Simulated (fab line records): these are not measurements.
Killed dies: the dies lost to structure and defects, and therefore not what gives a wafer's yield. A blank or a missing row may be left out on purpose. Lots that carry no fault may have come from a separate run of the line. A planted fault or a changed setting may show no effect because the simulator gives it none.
2 desks looking at one fault + flow ritCmos + every desk sees just its own numbers, and what lay behind them comes last

## FROM THE METROLOGY DESK
What the gauges read, lot by lot, whatever tool the lot ran on: means of the sampled wafers that have a number. Marked OUT: a lot whose mean sits more than 4 standard deviations from the usual mean, which makes it out of limits; the brackets give that distance.
Columns: A = cdNm at RIT_CONTACT_CD_MEAS_08, usual 1000.6 nm; B = CONTACT_OVL at RIT_CONTACT_OVL_MEAS_09, usual -0.8 nm; C = cdNm at RIT_CONTACT_CD_MEAS_90, usual 1000.7 nm; D = M1_AL_RS at RIT_M1_RS_MEAS_01, usual 0.0735 ohm/sq; E = M1_AL_THK at RIT_M1_THK_MEAS_02, usual 395 nm; F = cdNm at RIT_M1_CD_MEAS_09, usual 2600.1 nm; G = M1_OVL at RIT_M1_OVL_MEAS_10, usual 0.5 nm
| lot  | first seen here | A      | B    | C      | D      | E   | F      | G    |
|------|-----------------|--------|------|--------|--------|-----|--------|------|
| L630 | day 3 09:05     | 1000.9 | 0.0  | 1001.4 | 0.0740 | 393 | 2599.3 | 2.9  |
| L636 | day 4 14:04     | 1003.5 | -0.1 | 1003.8 | 0.0724 | 400 | 2602.2 | 0.0  |
| L638 | day 5 00:11     | 996.3  | -0.8 | 996.1  | 0.0723 | 403 | 2600.5 | 1.6  |
| L641 | day 5 17:40     | 1001.4 | -0.3 | 1001.5 | 0.0736 | 392 | 2600.5 | 0.3  |
| L642 | day 6 03:01     | 1000.7 | -1.7 | 1000.6 | 0.0734 | 395 | 2602.7 | 1.7  |
| L647 | day 6 23:04     | 1000.3 | -0.3 | 1000.0 | 0.0735 | 390 | 2601.4 | -0.1 |
Finding of this desk: none of the 6 lots has anything out of limits.

## THE TOOL OWNER'S DESK: pvdSputter-03
The tool's own readings at RIT_M1_SPUTTER_00 (material Al, target thk 400 nm, time 500 s): means of the sampled wafers that have a number, for each lot that ran on this tool. Marked OUT: a lot whose mean sits more than 4 standard deviations from the usual mean, which makes it out of limits; the brackets give that distance.
Columns: A = throttleValvePct at RIT_M1_SPUTTER_00, usual 29.8 %
| lot  | first seen here | A    |
|------|-----------------|------|
| L630 | day 3 10:15     | 30.2 |
| L636 | day 4 15:14     | 30.1 |
| L638 | day 5 01:19     | 30.1 |
Finding of this desk: none of the 3 lots has anything out of limits.

## ALL TOGETHER
From the metrology desk's view, nothing was out of limits.
The tool owner's desk saw nothing out of limits.

## WHAT HAD BEEN PUT IN BY THE SIMULATOR
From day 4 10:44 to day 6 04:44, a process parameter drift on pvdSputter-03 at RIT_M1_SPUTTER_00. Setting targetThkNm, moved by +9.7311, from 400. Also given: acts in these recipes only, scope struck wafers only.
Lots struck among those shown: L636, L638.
